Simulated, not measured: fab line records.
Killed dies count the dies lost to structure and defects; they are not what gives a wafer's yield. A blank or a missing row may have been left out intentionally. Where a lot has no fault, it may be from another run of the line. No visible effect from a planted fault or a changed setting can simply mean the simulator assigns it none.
One fault through the eyes of 2 desks ; flow berkeley-cmos170 ; only its own numbers are on each desk; what lay behind them is given at the end

THE TOOL OWNER'S DESK: krf-scanner-02
The tool's own readings at UCB170_GATE_EXPOSE_09 (exposes mask POLY, target cd 350 nm): means of the sampled wafers that have a number, for each lot that ran on this tool. Marked OUT: a lot whose mean sits more than 4 standard deviations from the usual mean, which makes it out of limits; the brackets give that distance.
Columns: A = exposure-dose-mJ-cm2 at UCB170_GATE_EXPOSE_09, usual 20.991
lot;first seen here;A
L767;day 6 12:50;20.974
L771;day 6 19:17;20.994
L768;day 6 19:22;20.966
L772;day 7 07:40;21.012
L775;day 8 05:58;20.753 (-11) OUT
Finding of this desk: L775 out of limits; the first was L775 at day 8 05:58, on exposure-dose-mJ-cm2 at UCB170_GATE_EXPOSE_09. Within limits: L767, L771, L768, L772.

AT THE METROLOGY DESK
Means of the sampled wafers that have a number, per lot and without regard to the tool the lot ran on: this is what the gauges read. Marked OUT: a lot whose mean sits more than 4 standard deviations from the usual mean, which makes it out of limits; the brackets give that distance.
Columns: A = cd-nm at UCB170_GATE_CD_MEAS_12, usual 349.5 nm
lot;first seen here;A
L767;day 6 13:14;346.5
L766;day 6 13:25;350.9
L768;day 6 19:52;347.5
L771;day 6 19:53;350.6
L770;day 6 20:09;349.5
L769;day 6 20:21;351.1
L772;day 7 08:07;348.2
L775;day 8 06:21;344.5
L780;day 9 04:31;350.2
L784;day 9 22:51;347.6
L788;day 10 18:46;349.9
L787;day 10 19:05;350.5
Finding of this desk: none of the 12 lots has anything out of limits.

BROUGHT TOGETHER
At day 8 05:58, on L775, the tool owner's desk was in a position to raise an alarm.
Metrology desk: nothing out of limits seen.
The metrology desk holds a record of L775, inside its limits.
On krf-scanner-02, each named lot ran UCB170_GATE_EXPOSE_09.

WHAT WAS PUT IN BY THE SIMULATOR
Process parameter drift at UCB170_GATE_EXPOSE_09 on krf-scanner-02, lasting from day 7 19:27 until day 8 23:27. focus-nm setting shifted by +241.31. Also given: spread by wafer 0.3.
Lots struck among those shown: L775.
Hours from the fault's start to each desk's first reading out of limits: the tool owner's desk, 11.
